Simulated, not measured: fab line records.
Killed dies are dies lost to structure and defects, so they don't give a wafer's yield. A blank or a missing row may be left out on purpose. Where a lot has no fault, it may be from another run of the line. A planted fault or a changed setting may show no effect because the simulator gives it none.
8D (eight disciplines) problem report, filled in by code | flow ritCmos | the parts of the form that need people (team, actions taken, sign-off) are left out

## 1. THE ISSUE
CONTACT_TEOS_THK at RIT_CONTACT_THK_MEAS_01 reads a mean of 348 nm on 1 wafer of 1 lot; wafers without a fault read 413 nm with a standard deviation of 5.4. Relative to the usual mean, that is a shift of -12 standard deviations.
Seen first at day 4 13:22 on filmMetro-02, wafer L660.2. At this step, 36 wafers from 12 lots have a number in the record. By rule, "out" or "out of limits" means more than 4 standard deviations away from the usual mean. All remaining wafers that have a number are taken as sound.

## 2. WHAT IT IS, AND WHAT IT ISN'T
question                    | is               | is not
which readings at this step | CONTACT_TEOS_THK | -
which lots                  | L660             | L653, L654, L659, L665, L667, L668, L670, L671, L673, L674, L676
which wafers of those lots  | L660.2           | L660.3, L660.6
read on which gauges        | filmMetro-02     | filmMetro-01, filmMetro-04
when                        | from day 4 13:22 | up to then (11 sound wafers); but 24 sound wafers of L665, L667, L668, L670, L671, L673, L674, L676 came after

## 3. WHAT RULES OUT EACH SUSPECT
Counting: if a tool at a process step up to the reading ran every lot that is out, it stays a suspect. Sound lots after the first of them don't rule it out here, since some wafers of a struck lot are sound.
- the gauge at RIT_CONTACT_THK_MEAS_01: kept. All the wafers that are out were read on filmMetro-02, and no step on other tools shows them out.
- pecvd-02 at RIT_CONTACT_CVD_00 (deposits SiO2 from TEOS, target thk 400 nm, time 62.96 s): kept. It processed L660, the lot that is out, at day 4 13:18, and its most recent sound lot before then was L654 at day 3 09:52.
- At RIT_CONTACT_CVD_00 on pecvd-02, chamber 2 took the sound wafers of the same lots and chamber 1 took the wafers that are out.
Left after counting: pecvd-02 at RIT_CONTACT_CVD_00, filmMetro-02 at RIT_CONTACT_THK_MEAS_01.

## 4. THE CAUSE (what the simulator had put in)
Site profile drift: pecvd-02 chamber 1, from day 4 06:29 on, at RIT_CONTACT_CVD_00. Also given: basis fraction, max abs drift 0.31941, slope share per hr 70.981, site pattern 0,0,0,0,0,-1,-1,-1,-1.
Counting left 2 suspects, and this tool is among them.

## 5. THE EFFECT CHAIN, in route order
Each row: a reading whose mean over the struck wafers that have a number lies more than 3 standard deviations from the usual. Readings are gone through only where the record gives a usual standard deviation; hours: the median, over the lots, of the time from a lot's start at the first step in this table giving one to that lot's start at this step; sigmas: the change measured in usual standard deviations.
hours | step                    | reading          | usual  | on struck wafers | change | sigmas
0     | RIT_CONTACT_THK_MEAS_01 | CONTACT_TEOS_THK | 413 nm | 348              | -65    | -12

## 6. HOW IT WOULD HAVE BEEN CAUGHT EARLIER
In this record the first reading out of limits at a measuring or inspecting step was taken at day 4 13:22, 7 hours after the fault began at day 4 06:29.
An alarm limit of 4 standard deviations would not have fired on the tool readings at RIT_CONTACT_CVD_00 for which the record gives a usual standard deviation, since none of them was out on any struck wafer.
By day 4 13:22 the whole set of lots that are out, 1 in number, had already begun RIT_CONTACT_CVD_00 on pecvd-02. Had the tool been put on hold then, not one of them would have been saved.
